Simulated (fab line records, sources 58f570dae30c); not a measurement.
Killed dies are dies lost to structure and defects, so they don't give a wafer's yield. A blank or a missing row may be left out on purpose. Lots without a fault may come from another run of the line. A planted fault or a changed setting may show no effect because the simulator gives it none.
One fault seen from 2 desks | flow berkeley_cmos170 | each desk has only its own numbers; what lay behind them comes last

THE METROLOGY DESK
What the gauges read, lot by lot, whatever tool the lot ran on: means of the sampled wafers that have a number. A lot is out of limits, marked OUT, if its mean lies more than 4 standard deviations from the usual mean; the brackets give that distance.
Columns: A = PVT_TW at UCB170_PVT_TW_MEAS_09, usual 510.6; B = GATE_OXIDE_THK at UCB170_GATE_THK_MEAS_02, usual 6.67 nm; C = PLDD_TW at UCB170_PLDD_TW_MEAS_11, usual 1013; D = NLDD_TW at UCB170_NLDD_TW_MEAS_11, usual 2225; E = PLDD_RS at UCB170_SDANNEAL_RS_MEAS_04, usual 1031.6 ohm/sq
lot  | first seen here | A     | B    | C              | D    | E
L926 | day 5 15:25     | 509.2 | 6.61 | 1006           | 2209 | 1030.9
L925 | day 5 15:52     | 510.0 | 6.83 | 1023           | 2238 | 1033.8
L927 | day 6 00:56     | 509.6 | 6.65 | 1023           | 2240 | 1033.7
L929 | day 6 14:18     | 509.8 | 6.70 | 1011           | 2238 | 1030.2
L930 | day 7 06:02     | 509.3 | 6.42 | 1009           | 2236 | 1029.9
L932 | day 7 07:48     | 511.8 | 6.85 | 1018           | 2230 | 1033.3
L936 | day 7 20:10     | 511.0 | 6.75 | 1011           | 2212 | 1033.6
L937 | day 8 12:02     | 511.2 | 6.46 | 1018           | 2223 | 1027.2
L939 | day 8 22:15     | 511.6 | 6.69 | 1108 (+18) OUT | 2219 | 823.8 (-69) OUT
L941 | day 8 22:44     | 513.8 | 6.63 | 1010           | 2209 | 1027.6
L943 | day 9 05:50     | 509.0 | 6.53 | 1009           | 2231 | 1033.7
L940 | day 9 06:33     | 509.3 | 6.64 | 1114 (+19) OUT | 2230 | 820.7 (-70) OUT
L947 | day 9 22:44     | 507.6 | 6.73 | 1003           | 2205 | 1033.6
L948 | day 10 00:58    | 510.7 | 6.75 | 1007           | 2235 | 1033.5
This desk's finding: out of limits on L939, L940; first on L939, day 9 14:13 (PLDD_TW at UCB170_PLDD_TW_MEAS_11). In limits: L926, L925, L927, L929, L930, L932, L936, L937, L941, L943, L947, L948.

THE TOOL OWNER'S DESK: implanter-03
The tool's own readings at UCB170_PLDD_IMPLANT_08: means of the sampled wafers that have a number, for each lot that ran on this tool. A lot is out of limits, marked OUT, if its mean lies more than 4 standard deviations from the usual mean; the brackets give that distance.
Columns: A = beam_energy_keV at UCB170_PLDD_IMPLANT_08, usual 10.000; B = beam_on_s at UCB170_PLDD_IMPLANT_08, usual 10.01 s; C = dose_ions_cm2 at UCB170_PLDD_IMPLANT_08, usual 4.998e+13; D = faraday_current_uA at UCB170_PLDD_IMPLANT_08, usual 158; E = rotation_deg at UCB170_PLDD_IMPLANT_08, usual 0.004 degrees
lot  | first seen here | A      | B                | C                           | D             | E
L929 | day 7 05:14     | 10.002 | 10.15            | 5.001e+13                   | 156           | 0.023
L930 | day 7 20:07     | 10.005 | 9.91             | 4.995e+13                   | 160           | 0.018
L936 | day 8 09:52     | 10.001 | 10.09            | 4.998e+13                   | 157           | 0.007
L939 | day 9 13:51     | 9.999  | 12.28 (+12) OUT  | 8.369e+13 (+99 or more) OUT | 216 (+19) OUT | -0.003
L940 | day 9 19:22     | 10.004 | 11.88 (+9.8) OUT | 8.363e+13 (+99 or more) OUT | 223 (+22) OUT | -0.017
This desk's finding: out of limits on L939, L940; first on L939, day 9 13:51 (beam_on_s at UCB170_PLDD_IMPLANT_08). In limits: L929, L930, L936.

PUT TOGETHER
The tool owner's desk could have raised an alarm at day 9 13:51, on L939, L940.
The metrology desk could have raised an alarm at day 9 14:13, on L939, L940.
Of the lots named, all ran UCB170_PLDD_IMPLANT_08 on implanter-03.

WHAT THE SIMULATOR HAD PUT IN
Process parameter drift: implanter-03, from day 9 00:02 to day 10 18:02, at UCB170_PLDD_IMPLANT_08. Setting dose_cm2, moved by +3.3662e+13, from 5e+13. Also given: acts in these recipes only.
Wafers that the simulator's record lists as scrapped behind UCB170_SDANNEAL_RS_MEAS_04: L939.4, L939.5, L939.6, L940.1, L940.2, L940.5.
Lots struck among those shown: L939, L940.
Hours from the fault's start to each desk's first reading out of limits: the tool owner's desk, 14; the metrology desk, 14.
